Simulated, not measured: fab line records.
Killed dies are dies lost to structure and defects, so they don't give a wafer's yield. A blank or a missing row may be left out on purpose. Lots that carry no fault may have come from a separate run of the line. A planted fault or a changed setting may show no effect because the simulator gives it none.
Problem report in the 8D (eight disciplines) form, filled by code / flow ritCmos / the parts of the form that need people (team, actions taken, sign-off) are left out

== 1. WHAT WENT WRONG ==
spikeTcCentreC at RIT_FOX2_OXIDATION_00 reads a mean of 1110.3 C on 9 wafers of 3 lots; wafers without a fault read 1101.6 C with a standard deviation of 1.6. Relative to the usual mean, that is a shift of +5.4 standard deviations.
The step: target thk 350.7 nm, ox time 1130 s.
First observed at day 4 07:22: wafer L717.1, on furnace-04. The record holds 45 wafers of 15 lots with a number at this step. Rule for "out", or "out of limits": more than 4 standard deviations from the usual mean. The other wafers with a number count as sound.

== 2. WHAT THIS IS AND IS NOT ==
question=which readings at this step | is=spikeTcCentreC | is not=-
question=which lots | is=L717, L718, L719 | is not=L705, L706, L707, L708, L709, L711, L712, L713, L714, L722, L726, L727
question=which wafers of those lots | is=all that have a number | is not=-
question=read on which tools | is=furnace-04 | is not=furnace-01, furnace-03
question=when | is=from day 4 07:22 | is not=up to then (27 sound wafers); but 9 sound wafers of L722, L726, L727 came after

== 3. WHAT RULES OUT EACH SUSPECT ==
Counting: a tool at a process step up to the reading stays a suspect if it ran every lot that is out and no sound lot after the first of them.
- furnace-04 at RIT_FOX2_OXIDATION_00 (target thk 350.7 nm, ox time 1130 s): kept. All lots that are out passed through it, beginning with L717 at day 4 07:22, and no sound lot followed; its final sound lot before that point was L714 at day 3 17:05. Its own spikeTcCentreC readings are out on those wafers.
The count leaves furnace-04 at RIT_FOX2_OXIDATION_00.

== 4. THE CAUSE (what the simulator had put in) ==
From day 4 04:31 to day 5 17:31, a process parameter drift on furnace-04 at RIT_FOX2_OXIDATION_00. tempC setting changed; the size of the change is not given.
This tool alone remained once counting was done.

== 5. THE EFFECT CHAIN, in route order ==
One row per reading whose mean, taken over the struck wafers that have a number, lies over 3 standard deviations from the usual. Only readings whose record carries a usual standard deviation are examined. hours: median over the lots of the time between each lot's start at the first step of this table that gives one and its start at this step. sigmas: the change, counted in usual standard deviations.
hours=0; step=RIT_FOX2_OXIDATION_00; reading=spikeTcCentreC; usual=1101.6 C; on struck wafers=1110.3; change=+8.7; sigmas=+5.4
hours=0; step=RIT_FOX2_OXIDATION_00; reading=spikeTcLoadC; usual=1125.7 C; on struck wafers=1133.8; change=+8.1; sigmas=+3.1
hours=0; step=RIT_FOX2_OXIDATION_00; reading=spikeTcSourceC; usual=1124.7 C; on struck wafers=1132.7; change=+8.0; sigmas=+3.8
The process steps in it:
- RIT_FOX2_OXIDATION_00: target thk 350.7 nm, ox time 1130 s.
Later measuring or inspecting steps at which every struck wafer that the step has a row for has a number for every such reading, and none has moved that far: RIT_PWELL_OVL_MEAS_06, RIT_NRETRO_OVL_MEAS_06.

== 6. WHAT WOULD HAVE CAUGHT IT SOONER ==
First out-of-limits reading in this record: day 4 07:22, which is 3 hours after fault onset at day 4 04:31.
